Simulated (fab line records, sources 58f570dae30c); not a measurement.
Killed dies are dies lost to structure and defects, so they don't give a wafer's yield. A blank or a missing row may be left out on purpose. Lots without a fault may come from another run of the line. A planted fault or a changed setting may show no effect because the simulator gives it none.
Problem report in the 8D (eight disciplines) form, filled by code | flow berkeley_cmos170 | the parts of the form that need people (team, actions taken, sign-off) are left out

1. THE PROBLEM
NLDD_OVL at UCB170_NLDD_OVL_MEAS_07 reads a mean of 314 nm on 6 wafers of 2 lots; wafers without a fault read -4 nm with a standard deviation of 5. That is +64 standard deviations from the usual mean.
First seen on wafer L429.2, day 12 04:43, on overlay-01. The record holds 42 wafers of 14 lots with a number at this step. Rule for "out", or "out of limits": more than 4 standard deviations from the usual mean. The other wafers with a number count as sound.

2. WHAT IT IS AND WHAT IT IS NOT
question                    | is                     | is not
which readings at this step | NLDD_OVL               | -
which lots                  | L429, L430             | L409, L410, L414, L416, L417, L418, L419, L422, L424, L425, L431, L432
which wafers of those lots  | all that have a number | -
read on which gauges        | overlay-01, overlay-02 | -
when                        | from day 12 04:43      | up to then (33 sound wafers); but 3 sound wafers of L432 came after

3. SUSPECTS, AND WHAT RULES EACH OUT
Counting: a tool at a process step up to the reading stays a suspect if it ran every lot that is out and no sound lot after the first of them.
- the gauge at UCB170_NLDD_OVL_MEAS_07: ruled out. The wafers that are out were read on 2 gauges (overlay-01, overlay-02).
- krf_scanner-02 at UCB170_NLDD_EXPOSE_03 (exposes mask NSELECT, target cd 1200 nm): kept. It ran every lot that is out, first L429 (day 12 03:36), and no sound lot after that; its last sound lot up to then is L424 (day 11 00:40).
Left after counting: krf_scanner-02 at UCB170_NLDD_EXPOSE_03.

4. THE CAUSE (what the simulator had put in)
Scanner matching overlay: krf_scanner-02, from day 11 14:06 on, at UCB170_NLDD_EXPOSE_03. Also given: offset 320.
Counting left only this tool.

5. THE CHAIN OF EFFECTS, in route order
Each row: a reading whose mean over the struck wafers that have a number lies more than 3 standard deviations from the usual. Only readings for which the record gives a usual standard deviation are gone through. hours: the time from each lot's start at the first step in this table that gives one to its start at this step, as a median over the lots. sigmas: the change in usual standard deviations.
hours | step                    | reading  | usual | on struck wafers | change | sigmas
0     | UCB170_NLDD_OVL_MEAS_07 | NLDD_OVL | -4 nm | 314              | +318   | +64
Later measuring or inspecting steps at which every struck wafer that the step has a row for has a number for every such reading, and none has moved that far: UCB170_SPACER_THK_MEAS_01, UCB170_PSD_OVL_MEAS_07.

6. WHAT WOULD HAVE CAUGHT IT SOONER
In this record the first reading out of limits at a measuring or inspecting step was taken at day 12 04:43, 15 hours after the fault began at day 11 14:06.
All the lots that are out (2) had begun UCB170_NLDD_EXPOSE_03 on krf_scanner-02 by day 12 04:43. A hold on the tool at that time would have spared none of them.
